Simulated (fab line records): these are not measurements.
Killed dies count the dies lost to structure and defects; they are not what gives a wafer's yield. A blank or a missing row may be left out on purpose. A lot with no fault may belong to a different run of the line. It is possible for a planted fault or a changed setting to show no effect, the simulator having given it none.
A lot that was struck, set against a sound lot + flow ritCmos + 43 steps out of a route of 202
Sound: these wafers, L227.2, L227.5, L227.6. Struck: wafers L235.1, L235.4, L235.6. The cause is named last.
Each step with rows lists, per side, the tool, then ch with its chambers, then its first start. Under that, the readings that differ: sound wafers + struck wafers + difference of the means + sigmas: that difference in standard deviations of wafers without a fault.
alike: readings whose means differ by less than 2 such deviations, and words and numbers that are the same on both sides. not compared: withheld readings, readings that some wafer has no value for, bounds like >300 that may hide the same value, and numbers for which the record gives no deviation and whose values overlap.
The two part at a step that has a row with sigmas, a row that says differs or no value, or rows on one side only. Numbers that have no deviation but don't overlap get no sigmas and don't part them. A reading missing from all wafers of one side parts the sides only when that side holds two or more wafers.

first, 1 step without rows for these wafers: RIT_NSD_IMPLANT_08.
RIT_NSD_STRIP_09: strips in O2, time 180 s.
  sound on plasmaAsher-02 ch 0,1, day 3 18:34; struck on plasmaAsher-04 ch 1, day 5 08:28
  alike: chamberPressureMTorr, drypumpMotorCurrentA
  not compared: rfHoursCounterH
RIT_NSD_TW_MEAS_10:
  struck on filmMetro-01, day 5 08:38; sound on filmMetro-02, day 3 18:46
  alike: NSD_TW
then, 6 steps without rows for these wafers: RIT_PSD_HMDS_00 (prime time 60 s); RIT_PSD_COAT_01 (resist thk 1000 nm); RIT_PSD_SOFTBAKE_02 (time 60 s); RIT_PSD_EXPOSE_03 (exposes mask M10, target cd 40900 nm); RIT_PSD_PEB_04; RIT_PSD_DEVELOP_05 (develop time 50 s).
RIT_PSD_OVL_MEAS_06:
  struck on overlay-02, day 5 09:33; sound on overlay-02, day 3 19:40
  alike: PSD_OVL
then, 2 steps without rows for these wafers: RIT_PSD_HARDBAKE_07 (time 60 s); RIT_PSD_IMPLANT_08.
RIT_PSD_STRIP_09: strips in O2, time 180 s.
  sound on plasmaAsher-03 ch 0,1, day 3 19:59; struck on plasmaAsher-03 ch 0,1, day 5 09:53
  alike: chamberPressureMTorr, drypumpMotorCurrentA
  not compared: rfHoursCounterH
RIT_PSD_TW_MEAS_10:
  struck on filmMetro-02, day 5 10:04; sound on filmMetro-01, day 3 20:11
  alike: PSD_TW
then, 3 steps without rows for these wafers: RIT_SDANNEAL_CLEAN_00 (cleans in SC1, time 600 s); RIT_SDANNEAL_CLEAN_01 (cleans in dHF, time 30 s); RIT_SDANNEAL_CLEAN_02 (cleans in SC2, time 600 s).
RIT_SDANNEAL_RTA_03: time 5 s.
  sound on rtpAnneal-01 ch 0, day 3 20:36; struck on rtpAnneal-01 ch 0, day 5 10:40
  alike: rampUpCPerS, wafer_temp_C_max
RIT_SDANNEAL_RS_MEAS_04: a four-point-probe measurement.
  struck on filmMetro-04, day 5 10:44; sound on filmMetro-02, day 3 20:40
  alike: PSD_RS
RIT_SDANNEAL_RS_MEAS_05: a four-point-probe measurement.
  struck on filmMetro-04, day 5 10:51; sound on filmMetro-02, day 3 20:47
  alike: NSD_RS
RIT_SDANNEAL_RS_MEAS_06: a four-point-probe measurement.
  struck on filmMetro-04, day 5 10:58; sound on filmMetro-02, day 3 20:55
  alike: PLDD_RS
RIT_SDANNEAL_RS_MEAS_07: a four-point-probe measurement.
  struck on filmMetro-04, day 5 11:05; sound on filmMetro-02, day 3 21:02
  alike: NLDD_RS
then, 2 steps without rows for these wafers: RIT_SILICIDE_WET_ETCH_00 (etches SiO2 in BOE, target depth 14 nm, time 15 s); RIT_SILICIDE_SPUTTER_01 (material Ti, target thk 30 nm, time 240 s).
RIT_SILICIDE_RS_MEAS_02: a four-point-probe measurement.
  struck on filmMetro-03, day 5 11:23; sound on filmMetro-02, day 3 21:19
  alike: SILICIDE_TI_RS
RIT_SILICIDE_THK_MEAS_03: measures by xrf.
  struck on filmMetro-03, day 5 11:30; sound on filmMetro-02, day 3 21:25
  alike: SILICIDE_TI_THK
RIT_SILICIDE_RTA_04: time 10 s, ramp up 5 s, ramp down 5 s.
  sound on rtpAnneal-02 ch 0, day 3 21:29; struck on rtpAnneal-02 ch 0, day 5 11:34
  alike: wafer_temp_C_max
then, 1 step without rows for these wafers: RIT_SILICIDE_WET_ETCH_05 (etches Ti in SPM, time 120 s).
RIT_SILICIDE_RTA_06: time 10 s, ramp up 5 s, ramp down 10 s.
  sound on rtpAnneal-01 ch 0, day 3 21:35; struck on rtpAnneal-01 ch 0, day 5 11:40
  alike: wafer_temp_C_max
RIT_CONTACT_CVD_00: deposits SiO2 from TEOS, target thk 400 nm, time 61 s.
  sound on pecvd-02 ch 0,1, day 3 21:39; struck on pecvd-04 ch 0,2, day 5 11:44
| reading          | sound       | struck      | difference | sigmas |
|------------------|-------------|-------------|------------|--------|
| heaterPowerW (W) | 313 220 323 | 432 344 440 | +120       | +2     |
  alike: susceptorTempC
RIT_CONTACT_THK_MEAS_01:
  struck on filmMetro-03, day 5 11:47; sound on filmMetro-01, day 3 21:43
  alike: CONTACT_TEOS_THK
then, 6 steps without rows for these wafers: RIT_CONTACT_HMDS_02 (prime time 60 s); RIT_CONTACT_COAT_03 (resist thk 1000 nm); RIT_CONTACT_SOFTBAKE_04 (time 60 s); RIT_CONTACT_EXPOSE_05 (exposes mask M11, target cd 1000 nm); RIT_CONTACT_PEB_06; RIT_CONTACT_DEVELOP_07 (develop time 120 s).
RIT_CONTACT_CD_MEAS_08: the cd target is 1000 nm.
  struck on cdSem-02, day 5 13:00; sound on cdSem-01, day 3 22:50
  alike: cdNm
RIT_CONTACT_OVL_MEAS_09:
  struck on overlay-02, day 5 13:07; sound on overlay-02, day 3 22:56
  alike: CONTACT_OVL
then, 3 steps without rows for these wafers: RIT_CONTACT_HARDBAKE_10 (time 60 s); RIT_CONTACT_ETCH_11 (etches SiO2 in CHF3/CF4/Ar, stops on TiSi2, target depth 480 nm, time 320 s); RIT_CONTACT_STRIP_12 (strips in O2, time 180 s).
RIT_M1_PROBE_99:
  struck on prober-02, day 5 18:35; sound on prober-02, day 4 04:05
| reading          | sound  | struck   | difference | sigmas |
|------------------|--------|----------|------------|--------|
| killedAtFrontEnd | 6 14 5 | 46 46 41 | +36        | +12    |
| killedDies       | 6 14 5 | 46 46 41 | +36        | +12    |
  alike: killedAtContacts, killedOpen, killedShort

## WHERE THEY PART
Last at RIT_M1_PROBE_99 as far as this record goes, first at RIT_CONTACT_CVD_00.

WHY: what the simulator had put in
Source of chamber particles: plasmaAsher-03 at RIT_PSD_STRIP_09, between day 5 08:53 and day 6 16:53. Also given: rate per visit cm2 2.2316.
